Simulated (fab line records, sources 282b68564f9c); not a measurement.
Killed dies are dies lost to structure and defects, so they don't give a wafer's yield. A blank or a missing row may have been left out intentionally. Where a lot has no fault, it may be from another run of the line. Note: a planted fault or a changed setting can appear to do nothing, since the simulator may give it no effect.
Problem report in the 8D (eight disciplines) form, filled by code + flow rit-cmos + the parts of the form that need people (team, actions taken, sign-off) are left out

== 1. PROBLEM STATEMENT ==
ACTIVE_OXIDE_THK at RIT_ACTIVE_THK_MEAS_02 reads a mean of 53.8 nm on 6 wafers of 2 lots; wafers without a fault read 46.8 nm with a standard deviation of 0.86. Measured from the usual mean, that is +8.1 standard deviations.
The first sign was on wafer L679.1 at day 5 16:11, on film-metro-04. The record holds 42 wafers of 14 lots with a number at this step. By rule, "out" or "out of limits" means more than 4 standard deviations away from the usual mean. The rest of the wafers with a number are treated as sound.

== 2. WHAT IT IS, AND WHAT IT ISN'T ==
| question                    | is                           | is not                                                                 |
|-----------------------------|------------------------------|------------------------------------------------------------------------|
| which readings at this step | ACTIVE_OXIDE_THK             | -                                                                      |
| which lots                  | L679, L680                   | L660, L663, L664, L665, L666, L667, L668, L669, L670, L671, L675, L682 |
| which wafers of those lots  | all that have a number       | -                                                                      |
| read on which gauges        | film-metro-02, film-metro-04 | film-metro-03                                                          |
| when                        | from day 5 16:11             | up to then (33 sound wafers); but 3 sound wafers of L682 came after    |

== 3. WHAT RULES OUT EACH SUSPECT ==
Counting: a tool at a process step up to the reading stays a suspect if it ran every lot that is out and no sound lot after the first of them.
- the gauge at RIT_ACTIVE_THK_MEAS_02: ruled out. 2 gauges (film-metro-02, film-metro-04) read the wafers that are out.
- furnace-03 at RIT_ACTIVE_OXIDATION_01 (target thk 46.8 nm, ox time 3360 s): kept. It processed each lot that is out, first L679 at day 5 14:15, and no sound lot thereafter; up to then, the last sound lot it processed was L675 at day 4 18:56. Out on those wafers are its own readings of spike-tc-centre-C, spike-tc-load-C, spike-tc-source-C, tube-center-temp-C, tube_center_temp_C_max.
Left after counting: furnace-03 at RIT_ACTIVE_OXIDATION_01.

== 4. THE CAUSE (what the simulator had put in) ==
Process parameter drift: furnace-03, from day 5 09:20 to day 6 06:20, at RIT_ACTIVE_OXIDATION_01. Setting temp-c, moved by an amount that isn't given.
The count eliminated every tool but this one.

== 5. SEQUENCE OF EFFECTS, ordered by route ==
Each row: a reading whose mean over the struck wafers that have a number lies more than 3 standard deviations from the usual. Only readings for which the record gives a usual standard deviation are gone through. hours: the time from each lot's start at the first step in this table that gives one to its start at this step, as a median over the lots. sigmas: the change in usual standard deviations.
| hours | step                    | reading                | usual    | on struck wafers | change | sigmas      |
|-------|-------------------------|------------------------|----------|------------------|--------|-------------|
| 0     | RIT_ACTIVE_OXIDATION_01 | spike-tc-centre-C      | 1003.4 C | 1018.1           | +14.7  | +8.1        |
| 0     | RIT_ACTIVE_OXIDATION_01 | spike-tc-load-C        | 1026.6 C | 1040.3           | +13.8  | +6.9        |
| 0     | RIT_ACTIVE_OXIDATION_01 | spike-tc-source-C      | 1027.2 C | 1043.3           | +16.1  | +13         |
| 0     | RIT_ACTIVE_OXIDATION_01 | tube-center-temp-C     | 1000 C   | 1015             | +15    | +99 or more |
| 0     | RIT_ACTIVE_OXIDATION_01 | tube_center_temp_C_max | 1002.6   | 1017.5           | +14.9  | +35         |
| 2     | RIT_ACTIVE_THK_MEAS_02  | ACTIVE_OXIDE_THK       | 46.8 nm  | 53.8             | +7.0   | +8.1        |
The process steps in it:
- RIT_ACTIVE_OXIDATION_01: target thk 46.8 nm, ox time 3360 s.

== 6. WHAT WOULD HAVE CAUGHT IT SOONER ==
7 hours passed between the start of the fault at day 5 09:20 and the first reading out of limits at a measuring or inspecting step in this record, taken at day 5 16:11.
Tool's own readings at RIT_ACTIVE_OXIDATION_01, spike-tc-centre-C, spike-tc-load-C, spike-tc-source-C, tube-center-temp-C, tube_center_temp_C_max: out on all struck wafers the step has rows for; an alarm limit on them would have tripped on the first.
Of the lots that are out (2), L680 began RIT_ACTIVE_OXIDATION_01 on furnace-03 after day 5 16:11. Holding the tool at that time would have saved it.
